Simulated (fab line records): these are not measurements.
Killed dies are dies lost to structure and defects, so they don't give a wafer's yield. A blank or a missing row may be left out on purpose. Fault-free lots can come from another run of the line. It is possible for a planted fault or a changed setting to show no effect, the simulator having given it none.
fab line records | flow berkeley-cmos170
record lots=5 wafers=23
route steps=331 shown PSD@178 NSD@195 BACKSIDE@199 SDANNEAL@205 SILICIDE@211 CONTACT@217 M1@250 V1@268 V2@306
start-h: start of the lot's first displayed wafer, in hours after the record's first day | wait-h: hours from the lot's prior step to this one | " the same as in the row above | L1.1+2: several wafers, shown together as one row | - no value, or no start was given | * or withheld: withheld | < > ~ a bound
route shown NAME@n: names a module that has steps shown in the file, with the first one's number in the route | usual: mean/standard deviation taken from wafers without a fault | same: alike in all rows | chamber/n: place in a boat | sites: readings site by site | _std_site: standard deviation across them | _edge_site: mean of outer sites minus mean of inner sites | radius-mm: for every site, how far away it sits from the centre of the wafer | mask NAME#n: copy n | behind: tool/chamber where the wafer was last shaped | hold: cause of the lot's hold/its duration in hours/its outcome | device: the n, p or np transistor that did not switch | end of line: the tests these same wafers got at the end of their route | a step with no rows: only its recipe | killed: count of dies lost to structure and defects at first sort (not the wafer's yield) | map: per-die view of a wafer (x killed, . not killed, _ where there is no die)
set.NAME: the setting that was run; set.NAME@STEP: the one run at that earlier step | model.NAME: the simulator's own value behind a step, which no gauge read
lots run with intentionally changed settings; tables by step, rows by wafer
## steps
# step UCB170_PSD_EXPOSE_03
# recipe mask-id=PSELECT_MOD na=0.5 sigma-outer=0.6 source-shape=conventional target-cd-nm=1200 dose-mj=30
# columns lot.wafer tool chamber start-h wait-h mask set.dose-mj
L074.1+2+4+5+6 krf-scanner-02 0 160.35 0.2 PSELECT_MOD#0 30
L082.2+3+4 krf-scanner-02 0 191.70 0.2 PSELECT_MOD#0 30
L083.2+4 krf-scanner-02 0 191.81 0.3 PSELECT_MOD#0 31.63
L083.3+5+6 " 0 " " PSELECT_MOD#0 30
L084.1+2+4 krf-scanner-02 0 191.91 0.4 PSELECT_MOD#0 30
L084.3+5 " 0 " " PSELECT_MOD#0 31.95
L085.1+3+4 krf-scanner-02 0 217.86 0.2 PSELECT_MOD#0 28.85
L085.5+6 " 0 " " PSELECT_MOD#0 30
# step UCB170_PSD_PEB_04
# recipe peb-temp-c=130 peb-time-s=withheld resist=KrF
# step UCB170_PSD_DEVELOP_05
# recipe developer=TMAH develop-time-s=45 resist=KrF dev-temp-c=21
# step UCB170_PSD_CD_MEAS_06
# recipe target-cd-nm=1200
# usual cd-nm=1199.8/1.2
# columns lot.wafer tool chamber start-h wait-h set.dose-mj@PSD_EXPOSE_03 cd-nm
L074.1 cd-sem-01 - 160.99 - 30 1201.2
L074.2 " - " " 30 1201.6
L074.4 " - " " 30 1201.5
L074.5 " - " " 30 1201.7
L074.6 " - " " 30 1200.5
L082.2 cd-sem-01 - 192.57 - 30 1199.6
L082.3 " - " " 30 1200.9
L082.4 " - " " 30 1199.1
L083.2 cd-sem-02 - 192.65 - 31.63 1208.3
L083.3 " - " " 30 1199.1
L083.4 " - " " 31.63 1208.1
L083.5 " - " " 30 1200.6
L083.6 " - " " 30 1199.2
L084.1 cd-sem-01 - 192.67 - 30 1199.3
L084.2 " - " " 30 1200.3
L084.3 " - " " 31.95 1210.6
L084.4 " - " " 30 1199.5
L084.5 " - " " 31.95 1210.3
L085.1 cd-sem-01 - 218.25 - 28.85 1194.6
L085.3 " - " " 28.85 1193.9
L085.4 " - " " 28.85 1194.0
L085.5 " - " " 30 1201.0
L085.6 " - " " 30 1199.9
# step UCB170_NSD_IMPLANT_08
# recipe species=P dose-cm2=3e+15 energy-kev=40 tilt-deg=7
# columns lot.wafer tool chamber start-h wait-h set.dose-cm2
L074.1+2+4+5+6 implanter-04 0 164.22 0.0 3e+15
L082.2+3+4 implanter-04 0 194.45 0.0 3e+15
L083.2+5+6 implanter-01 0 194.69 0.0 3.062e+15
L083.3+4 " 0 " " 3e+15
L084.1+4+5 implanter-03 0 194.94 0.0 3e+15
L084.2+3 " 0 " " 3.214e+15
L085.1+3+4+5+6 implanter-03 0 220.89 0.0 3e+15
# step UCB170_NSD_STRIP_09
# recipe chemistry=O2 power-w=400 pressure-mtorr=3500 platen-temp-c=withheld o2-flow-sccm=400 overash-fraction=0.5
# usual strip-time-to-endpoint-s=36.09/0.074
# columns lot.wafer tool chamber start-h wait-h set.dose-cm2@NSD_IMPLANT_08 strip-time-to-endpoint-s
L074.1 plasma-asher-04 0 164.37 0.1 3e+15 35.99
L074.2 " 1 " " 3e+15 36.04
L074.4 " 0 " " 3e+15 36.00
L074.5 " 1 " " 3e+15 36.00
L074.6 " 0 " " 3e+15 36.02
L082.2 plasma-asher-02 0 194.58 0.1 3e+15 36.12
L082.3 " 0 " " 3e+15 36.08
L082.4 " 1 " " 3e+15 36.05
L083.2 plasma-asher-04 1 194.82 0.1 3.062e+15 36.26
L083.3 " 0 " " 3e+15 36.11
L083.4 " 1 " " 3e+15 36.09
L083.5 " 0 " " 3.062e+15 36.23
L083.6 " 1 " " 3.062e+15 36.30
L084.1 plasma-asher-03 1 195.09 0.1 3e+15 35.94
L084.2 " 0 " " 3.214e+15 36.62
L084.3 " 0 " " 3.214e+15 36.64
L084.4 " 1 " " 3e+15 35.99
L084.5 " 0 " " 3e+15 36.05
L085.1 plasma-asher-04 1 221.04 0.1 3e+15 36.11
L085.3 " 1 " " 3e+15 36.09
L085.4 " 0 " " 3e+15 36.10
L085.5 " 0 " " 3e+15 36.09
L085.6 " 1 " " 3e+15 36.08
# step UCB170_BACKSIDE_HMDS_00
# recipe prime-time-s=60 prime-temp-c=100
# columns lot.wafer tool chamber start-h wait-h set.prime-time-s
L074.1+6 litho-track-01 0 165.41 0.0 55
L074.2+4+5 " 0 " " 60
L082.2+3+4 litho-track-04 0 195.09 0.0 60
L083.2+3+4+5+6 litho-track-02 0 195.27 0.0 60
L084.1+2+3+4+5 litho-track-01 0 195.63 0.0 60
L085.1+4+6 litho-track-01 0 221.45 0.0 55.23
L085.3+5 " 0 " " 60
# step UCB170_BACKSIDE_COAT_01
# recipe resist=KrF spin-rpm=1500 resist-thk-nm=900
# step UCB170_BACKSIDE_SOFTBAKE_02
# recipe resist=KrF temp-c=130 time-s=60
# step UCB170_SDANNEAL_RTA_01
# recipe temp-c=1050 time-s=5.203 ambient=N2
# step UCB170_SDANNEAL_RS_MEAS_03
# recipe thk-meas-gauge=four-point-probe
# usual NSD_RS=37.16/0.098
# columns lot.wafer tool chamber start-h wait-h set.dose-cm2@NSD_IMPLANT_08 NSD_RS[ohm/sq]
L074.1 film-metro-04 - 166.42 0.1 3e+15 37.22
L074.2 " - " " 3e+15 37.26
L074.4 " - " " 3e+15 37.20
L074.5 " - " " 3e+15 37.15
L074.6 " - " " 3e+15 37.18
L082.2 film-metro-03 - 196.06 0.1 3e+15 37.14
L082.3 " - " " 3e+15 37.18
L082.4 " - " " 3e+15 37.13
L083.2 film-metro-04 - 196.23 0.1 3.062e+15 36.69
L083.3 " - " " 3e+15 37.13
L083.4 " - " " 3e+15 37.05
L083.5 " - " " 3.062e+15 36.82
L083.6 " - " " 3.062e+15 36.78
L084.1 film-metro-01 - 196.60 0.1 3e+15 37.23
L084.2 " - " " 3.214e+15 36.09
L084.3 " - " " 3.214e+15 36.10
L084.4 " - " " 3e+15 37.19
L084.5 " - " " 3e+15 37.19
L085.1 film-metro-04 - 222.46 0.1 3e+15 37.25
L085.3 " - " " 3e+15 37.22
L085.4 " - " " 3e+15 37.32
L085.5 " - " " 3e+15 37.30
L085.6 " - " " 3e+15 37.35
# step UCB170_SILICIDE_SPUTTER_01
# recipe material=Ti target-thk-nm=30 time-s=25 power-w=1500 chamber-pressure-pa=0.5
# columns lot.wafer tool chamber start-h wait-h set.power-w model.Ti_of_SILICIDE_SPUTTER_01.thk-nm
L074.1 pvd-sputter-03 - 166.84 0.0 1603 32.28
L074.2 " - " " 1603 32.55
L074.4 " - " " 1500 30.55
L074.5 " - " " 1500 30.77
L074.6 " - " " 1603 32.4
L082.2 pvd-sputter-03 - 196.47 0.0 1500 29.84
L082.3 " - " " 1500 29.81
L082.4 " - " " 1500 29.63
L083.2 pvd-sputter-01 - 196.64 0.0 1500 29.62
L083.3 " - " " 1500 29.77
L083.4 " - " " 1339 26.59
L083.5 " - " " 1500 29.86
L083.6 " - " " 1339 26.79
L084.1 pvd-sputter-03 - 197.03 0.0 1500 30.16
L084.2 " - " " 1500 30.59
L084.3 " - " " 1421 28.94
L084.4 " - " " 1421 29.05
L084.5 " - " " 1421 28.65
L085.1 pvd-sputter-01 - 222.88 0.0 1545 30.73
L085.3 " - " " 1500 29.35
L085.4 " - " " 1545 30.93
L085.5 " - " " 1545 30.6
L085.6 " - " " 1500 29.88
# step UCB170_SILICIDE_RS_MEAS_02
# recipe thk-meas-gauge=four-point-probe reads=Ti_of_SILICIDE_SPUTTER_01
# usual SILICIDE_TI_RS=26.2/0.43
# columns lot.wafer tool chamber start-h wait-h set.power-w@SILICIDE_SPUTTER_01 SILICIDE_TI_RS[ohm/sq]
L074.1 film-metro-02 - 166.87 0.0 1603 24.0
L074.2 " - " " 1603 23.7
L074.4 " - " " 1500 25.6
L074.5 " - " " 1500 25.3
L074.6 " - " " 1603 23.8
L082.2 film-metro-04 - 196.59 0.1 1500 26.4
L082.3 " - " " 1500 26.4
L082.4 " - " " 1500 26.6
L083.2 film-metro-02 - 196.76 0.1 1500 26.6
L083.3 " - " " 1500 26.5
L083.4 " - " " 1339 30.2
L083.5 " - " " 1500 26.4
L083.6 " - " " 1339 30.0
L084.1 film-metro-02 - 197.06 0.0 1500 26.0
L084.2 " - " " 1500 25.5
L084.3 " - " " 1421 27.2
L084.4 " - " " 1421 27.1
L084.5 " - " " 1421 27.7
L085.1 film-metro-02 - 222.92 0.0 1545 25.4
L085.3 " - " " 1500 26.8
L085.4 " - " " 1545 25.2
L085.5 " - " " 1545 25.5
L085.6 " - " " 1500 26.2
# step UCB170_SILICIDE_THK_MEAS_03
# recipe thk-meas-gauge=xrf reads=Ti_of_SILICIDE_SPUTTER_01
# usual SILICIDE_TI_THK=29.5/0.44
# columns lot.wafer tool chamber start-h wait-h set.power-w@SILICIDE_SPUTTER_01 SILICIDE_TI_THK[nm]
L074.1 film-metro-02 - 166.99 0.1 1603 31.7
L074.2 " - " " 1603 31.8
L074.4 " - " " 1500 29.9
L074.5 " - " " 1500 30.1
L074.6 " - " " 1603 31.6
L082.2 film-metro-04 - 196.70 0.1 1500 29.7
L082.3 " - " " 1500 29.5
L082.4 " - " " 1500 29.3
L083.2 film-metro-02 - 196.87 0.1 1500 28.9
L083.3 " - " " 1500 29.1
L083.4 " - " " 1339 26.0
L083.5 " - " " 1500 29.1
L083.6 " - " " 1339 26.1
L084.1 film-metro-02 - 197.18 0.1 1500 29.4
L084.2 " - " " 1500 29.8
L084.3 " - " " 1421 28.3
L084.4 " - " " 1421 28.6
L084.5 " - " " 1421 28.0
L085.1 film-metro-02 - 223.04 0.1 1545 30.2
L085.3 " - " " 1500 28.8
L085.4 " - " " 1545 30.2
L085.5 " - " " 1545 29.9
L085.6 " - " " 1500 29.3
# step UCB170_CONTACT_CVD_01
# recipe material=PSG target-thk-nm=700 temp-c=450 precursor=SiH4/O2/PH3 time-s=2820 pressure-mtorr=300 sih4-flow-sccm=60 o2-flow-sccm=90 ph3-flow-sccm=25
# columns lot.wafer tool chamber start-h wait-h set.pressure-mtorr model.PSG_of_CONTACT_CVD_01.thk-nm
L074.1 - - - 0.0 257.4 652.7
L074.2 " - " " 257.4 650.2
L074.4 " - " " 257.4 643.9
L074.5 " - " " 257.4 641.9
L074.6 " - " " 257.4 642.3
L082.2 lpcvd-02 0 198.73 1.6 300 700.7
L082.3 " 0 " " 300 697.8
L082.4 " 0 " " 300 700.1
L083.2 - - - 1.4 300 699.8
L083.3 " - " " 300 694.2
L083.4 " - " " 300 699
L083.5 " - " " 300 699.7
L083.6 " - " " 300 699.3
L084.1 - - - 1.2 314 712.2
L084.2 " - " " 314 714.1
L084.3 " - " " 314 720.5
L084.4 " - " " 314 721.7
L084.5 " - " " 314 712.3
L085.1 - - - 0.0 270.2 665.2
L085.3 " - " " 270.2 669.9
L085.4 " - " " 270.2 670.6
L085.5 " - " " 270.2 663.6
L085.6 " - " " 270.2 676.1
# step UCB170_CONTACT_THK_MEAS_02
# recipe reads=PSG_of_CONTACT_CVD_01
# usual CONTACT_PSG_THK=702/4.9
# columns lot.wafer tool chamber start-h wait-h set.pressure-mtorr@CONTACT_CVD_01 CONTACT_PSG_THK[nm]
L074.1 film-metro-03 - - - 257.4 653
L074.2 " - " " 257.4 650
L074.4 " - " " 257.4 644
L074.5 " - " " 257.4 642
L074.6 " - " " 257.4 643
L084.1 film-metro-01 - - - 314 712
L084.2 " - " " 314 714
L084.3 " - " " 314 720
L084.4 " - " " 314 722
L084.5 " - " " 314 712
L082.2 film-metro-03 - 200.58 0.1 300 700
L082.3 " - " " 300 697
L082.4 " - " " 300 701
L083.2 film-metro-02 - - - 300 700
L083.3 " - " " 300 694
L083.4 " - " " 300 699
L083.5 " - " " 300 700
L083.6 " - " " 300 699
L085.1 film-metro-02 - - - 270.2 665
L085.3 " - " " 270.2 671
L085.4 " - " " 270.2 670
L085.5 " - " " 270.2 664
L085.6 " - " " 270.2 676
# step UCB170_CONTACT_ETCH_17
# recipe chemistry=N2/H2 target-depth-a=withheld overetch-a=withheld target=BARC time-s=withheld source-w=500 bias-w=100 pressure-mtorr=30 n2-flow-sccm=100 h2-flow-sccm=200
# columns lot.wafer tool chamber start-h wait-h set.source-w
L074.1+2+4+5+6 rie-diel-03 1,3,2,0,1 172.63 0.0 500
L082.2+3+4 rie-diel-02 0,2,1 202.95 0.0 500
L083.2+4+6 rie-diel-04 3,0,3 203.23 0.0 526.4
L083.3+5 " 0,2 " " 500
L084.1+2+3 rie-diel-02 1,0,3 203.50 0.0 500
L084.4+5 " 2,1 " " 533.2
L085.1+5 rie-diel-03 1,0 227.52 0.0 500
L085.3+4+6 " 2,3,1 " " 551.1
# step UCB170_CONTACT_ETCH_18
# recipe chemistry=CHF3/CF4/Ar target=PSG stop-on=TiSi2 CHF3_flow_sccm=45 cf4-flow-sccm=15 Ar_flow_sccm=150 pressure-mtorr=200 rf-w=700 target-depth-a=8400 over-etch-frac=0.2 time-s=195
# columns lot.wafer tool chamber start-h wait-h set.pressure-mtorr@CONTACT_CVD_01 model.CONTACT.feature-depth-nm model.etch.depth-nm
L074.1 rie-diel-03 1 - - 257.4 652.7 652.7
L074.2 " 3 " " 257.4 650.2 650.2
L074.4 " 2 " " 257.4 643.9 643.9
L074.5 " 0 " " 257.4 641.9 641.9
L074.6 " 1 " " 257.4 642.3 642.3
L082.2 rie-diel-02 0 - - 300 700.7 700.7
L082.3 " 2 " " 300 697.8 697.8
L082.4 " 1 " " 300 700.1 700.1
L083.2 rie-diel-04 3 - - 300 699.8 699.8
L083.3 " 0 " " 300 694.2 694.2
L083.4 " 0 " " 300 699 699
L083.5 " 2 " " 300 699.7 699.7
L083.6 " 3 " " 300 699.3 699.3
L084.1 rie-diel-02 1 - - 314 712.2 712.2
L084.2 " 0 " " 314 714.1 714.1
L084.3 " 3 " " 314 720.5 720.5
L084.4 " 2 " " 314 721.7 721.7
L084.5 " 1 " " 314 712.3 712.3
L085.1 rie-diel-03 1 - - 270.2 665.2 665.2
L085.3 " 2 " " 270.2 669.9 669.9
L085.4 " 3 " " 270.2 670.6 670.6
L085.5 " 0 " " 270.2 663.6 663.6
L085.6 " 1 " " 270.2 676.1 676.1
# step UCB170_M1_METAL_ETCH_12
# recipe chemistry=Cl2/BCl3 target=Al stop-on=PSG pressure-mtorr=12 target-depth-a=7800 over-etch-frac=0.3 time-s=130 icp-w=600 bias-w=120 Cl2_flow_sccm=90 bcl3-flow-sccm=45
# columns lot.wafer tool chamber start-h wait-h set.over-etch-frac set.pressure-mtorr@CONTACT_CVD_01 model.PSG_of_CONTACT_CVD_01.thk-nm
L074.1 rie-metal-02 0 175.10 - 0.3 257.4 616.3
L074.2 " 0 " " 0.3625 257.4 611.1
L074.4 " 0 " " 0.3 257.4 607.5
L074.5 " 0 " " 0.3 257.4 605.4
L074.6 " 0 " " 0.3625 257.4 603.1
L082.2 rie-metal-04 0 204.94 - 0.3 300 662.2
L082.3 " 0 " " 0.3 300 659.3
L082.4 " 1 " " 0.3 300 664
L084.1 rie-metal-02 0 207.03 - 0.3 314 675.3
L084.2 " 1 " " 0.3408 314 673.2
L084.3 " 1 " " 0.3 314 681
L084.4 " 0 " " 0.3408 314 683.3
L084.5 " 1 " " 0.3 314 672.8
L083.2 rie-metal-04 0 207.23 - 0.3 300 661.3
L083.3 " 1 " " 0.3232 300 657.7
L083.4 " 0 " " 0.3 300 660.5
L083.5 " 1 " " 0.3232 300 663.5
L083.6 " 0 " " 0.3232 300 660
L085.1 rie-metal-04 1 229.79 - 0.3 270.2 629.2
L085.3 " 0 " " 0.2312 270.2 633.6
L085.4 " 1 " " 0.2312 270.2 636.4
L085.5 " 0 " " 0.2312 270.2 627.3
L085.6 " 1 " " 0.3 270.2 640.2
# step UCB170_V1_ETCH_14
# recipe chemistry=CHF3/CF4/Ar target=SiO2 stop-on=Al CHF3_flow_sccm=45 cf4-flow-sccm=15 Ar_flow_sccm=150 pressure-mtorr=200 rf-w=700 target-depth-a=12500 over-etch-frac=0.25 time-s=291
# columns lot.wafer tool chamber start-h wait-h set.time-s model.KrF_of_V1_COAT_07.thk-nm
L074.1 rie-diel-01 1 180.35 0.0 324.6 577.2
L074.2 " 0 " " 324.6 572.8
L074.4 " 3 " " 291 603.9
L074.5 " 1 " " 324.6 574.3
L074.6 " 0 " " 291 608.1
L082.2 rie-diel-03 2 211.63 0.0 291 605.5
L082.3 " 0 " " 291 604
L082.4 " 1 " " 291 612.4
L084.1 rie-diel-04 1 211.90 0.0 313.6 593.8
L084.2 " 0 " " 313.6 576.8
L084.3 " 3 " " 291 607.5
L084.4 " 2 " " 291 611.2
L084.5 " 1 " " 313.6 590.3
L083.2 rie-diel-01 1 214.73 0.0 303.5 605.9
L083.3 " 3 " " 291 607.5
L083.4 " 1 " " 291 616.7
L083.5 " 0 " " 291 613.2
L083.6 " 3 " " 303.5 596.7
L085.1 rie-diel-03 0 235.13 0.0 262.2 631.7
L085.3 " 3 " " 262.2 648
L085.4 " 2 " " 291 608.2
L085.5 " 2 " " 262.2 635.7
L085.6 " 3 " " 291 620.2
# step UCB170_V1_STRIP_15
# recipe chemistry=O2 power-w=400 pressure-mtorr=3500 platen-temp-c=withheld o2-flow-sccm=400 overash-fraction=0.5
# usual strip-time-to-endpoint-s=15.27/0.14
# columns lot.wafer tool chamber start-h wait-h set.time-s@V1_ETCH_14 strip-time-to-endpoint-s
L074.1 plasma-asher-04 1 180.53 0.1 324.6 14.53
L074.2 " 0 " " 324.6 14.44
L074.4 " 1 " " 291 15.18
L074.5 " 1 " " 324.6 14.45
L074.6 " 0 " " 291 15.27
L082.2 plasma-asher-03 0 211.81 0.1 291 15.22
L082.3 " 1 " " 291 15.17
L082.4 " 0 " " 291 15.34
L084.1 plasma-asher-04 0 212.08 0.1 313.6 14.92
L084.2 " 1 " " 313.6 14.53
L084.3 " 0 " " 291 15.26
L084.4 " 1 " " 291 15.34
L084.5 " 0 " " 313.6 14.85
L083.2 plasma-asher-03 1 214.90 0.1 303.5 15.21
L083.3 " 0 " " 291 15.26
L083.4 " 1 " " 291 15.49
L083.5 " 0 " " 291 15.39
L083.6 " 1 " " 303.5 15.01
L085.1 plasma-asher-04 1 235.31 0.1 262.2 15.83
L085.3 " 1 " " 262.2 16.13
L085.4 " 0 " " 291 15.25
L085.5 " 1 " " 262.2 15.87
L085.6 " 0 " " 291 15.55
# step UCB170_V2_ETCH_14
# recipe chemistry=CHF3/CF4/Ar target=SiO2 stop-on=Al CHF3_flow_sccm=45 cf4-flow-sccm=15 Ar_flow_sccm=150 pressure-mtorr=200 rf-w=700 target-depth-a=12500 over-etch-frac=0.25 time-s=291
# columns lot.wafer tool chamber start-h wait-h set.time-s model.KrF_of_V2_COAT_07.thk-nm
L074.1 rie-diel-03 3 187.41 0.0 318.8 601.9
L074.2 " 0 " " 291 606
L074.4 " 1 " " 318.8 593.7
L074.5 " 2 " " 291 610.9
L074.6 " 3 " " 318.8 599.6
L082.2 rie-diel-04 3 219.13 0.0 291 612.2
L082.3 " 1 " " 291 617.6
L082.4 " 2 " " 291 613.6
L084.1 rie-diel-03 1 219.42 0.0 291 611.2
L084.2 " 2 " " 334.1 567.3
L084.3 " 0 " " 334.1 557.6
L084.4 " 3 " " 334.1 580.1
L084.5 " 2 " " 291 605.7
L083.2 rie-diel-04 2 220.58 0.0 323.7 588.5
L083.3 " 3 " " 323.7 582.5
L083.4 " 1 " " 291 615.5
L083.5 " 3 " " 291 614.5
L083.6 " 0 " " 291 604.7
L085.1 rie-diel-03 2 240.37 0.0 320.2 580.5
L085.3 " 1 " " 291 615.1
L085.4 " 0 " " 320.2 577.1
L085.5 " 1 " " 291 616.5
L085.6 " 2 " " 291 606.9
# step UCB170_V2_STRIP_15
# recipe chemistry=O2 power-w=400 pressure-mtorr=3500 platen-temp-c=withheld o2-flow-sccm=400 overash-fraction=0.5
# usual strip-time-to-endpoint-s=15.37/0.14
# columns lot.wafer tool chamber start-h wait-h set.time-s@V2_ETCH_14 strip-time-to-endpoint-s
L074.1 plasma-asher-04 1 187.59 0.1 318.8 15.13
L074.2 " 0 " " 291 15.22
L074.4 " 1 " " 318.8 14.93
L074.5 " 1 " " 291 15.32
L074.6 " 0 " " 318.8 15.05
L082.2 plasma-asher-04 1 219.31 0.1 291 15.36
L082.3 " 1 " " 291 15.47
L082.4 " 0 " " 291 15.39
L084.1 plasma-asher-02 1 219.60 0.1 291 15.35
L084.2 " 0 " " 334.1 14.28
L084.3 " 0 " " 334.1 14.06
L084.4 " 1 " " 334.1 14.60
L084.5 " 0 " " 291 15.20
L083.2 plasma-asher-04 1 220.76 0.1 323.7 14.80
L083.3 " 1 " " 323.7 14.67
L083.4 " 0 " " 291 15.42
L083.5 " 1 " " 291 15.43
L083.6 " 0 " " 291 15.20
L085.1 plasma-asher-04 0 240.55 0.1 320.2 14.62
L085.3 " 0 " " 291 15.43
L085.4 " 1 " " 320.2 14.53
L085.5 " 1 " " 291 15.45
L085.6 " 0 " " 291 15.24
## key
split step=UCB170_PSD_EXPOSE_03 setting=dose-mj stated=30 by=wafer
response step=UCB170_PSD_CD_MEAS_06 reading=cd-nm change=+1.62 per=1% r=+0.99
split step=UCB170_NSD_IMPLANT_08 setting=dose-cm2 stated=3e+15 by=wafer
response step=UCB170_NSD_STRIP_09 reading=strip-time-to-endpoint-s change=* per=1% r=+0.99
response step=UCB170_SDANNEAL_RS_MEAS_03 reading=NSD_RS change=-0.155 per=1% r=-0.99
split step=UCB170_BACKSIDE_HMDS_00 setting=prime-time-s stated=60 by=wafer
response none clear
split step=UCB170_SILICIDE_SPUTTER_01 setting=power-w stated=1500 by=wafer
response step=UCB170_SILICIDE_SPUTTER_01 reading=model.Ti_of_SILICIDE_SPUTTER_01.thk-nm change=+0.282 per=1% r=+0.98
response step=UCB170_SILICIDE_RS_MEAS_02 reading=SILICIDE_TI_RS change=-0.308 per=1% r=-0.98
response step=UCB170_SILICIDE_THK_MEAS_03 reading=SILICIDE_TI_THK change=+0.275 per=1% r=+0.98
split step=UCB170_CONTACT_CVD_01 setting=pressure-mtorr stated=300 by=lot
response step=UCB170_CONTACT_CVD_01 reading=model.PSG_of_CONTACT_CVD_01.thk-nm change=+3.54 per=1% r=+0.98
response step=UCB170_CONTACT_THK_MEAS_02 reading=CONTACT_PSG_THK change=+3.53 per=1% r=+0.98
response step=UCB170_CONTACT_ETCH_18 reading=model.CONTACT.feature-depth-nm change=+3.54 per=1% r=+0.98
response step=UCB170_CONTACT_ETCH_18 reading=model.etch.depth-nm change=+3.54 per=1% r=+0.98
response step=UCB170_M1_METAL_ETCH_12 reading=model.PSG_of_CONTACT_CVD_01.thk-nm change=+3.43 per=1% r=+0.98
split step=UCB170_CONTACT_ETCH_17 setting=source-w stated=500 by=wafer
response none clear
split step=UCB170_M1_METAL_ETCH_12 setting=over-etch-frac stated=0.3 by=wafer
response none clear
split step=UCB170_V1_ETCH_14 setting=time-s stated=291 by=wafer
response step=UCB170_V1_ETCH_14 reading=model.KrF_of_V1_COAT_07.thk-nm change=-2.65 per=1% r=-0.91
response step=UCB170_V1_STRIP_15 reading=strip-time-to-endpoint-s change=* per=1% r=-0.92
split step=UCB170_V2_ETCH_14 setting=time-s stated=291 by=wafer
response step=UCB170_V2_ETCH_14 reading=model.KrF_of_V2_COAT_07.thk-nm change=-2.46 per=1% r=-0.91
response step=UCB170_V2_STRIP_15 reading=strip-time-to-endpoint-s change=* per=1% r=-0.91
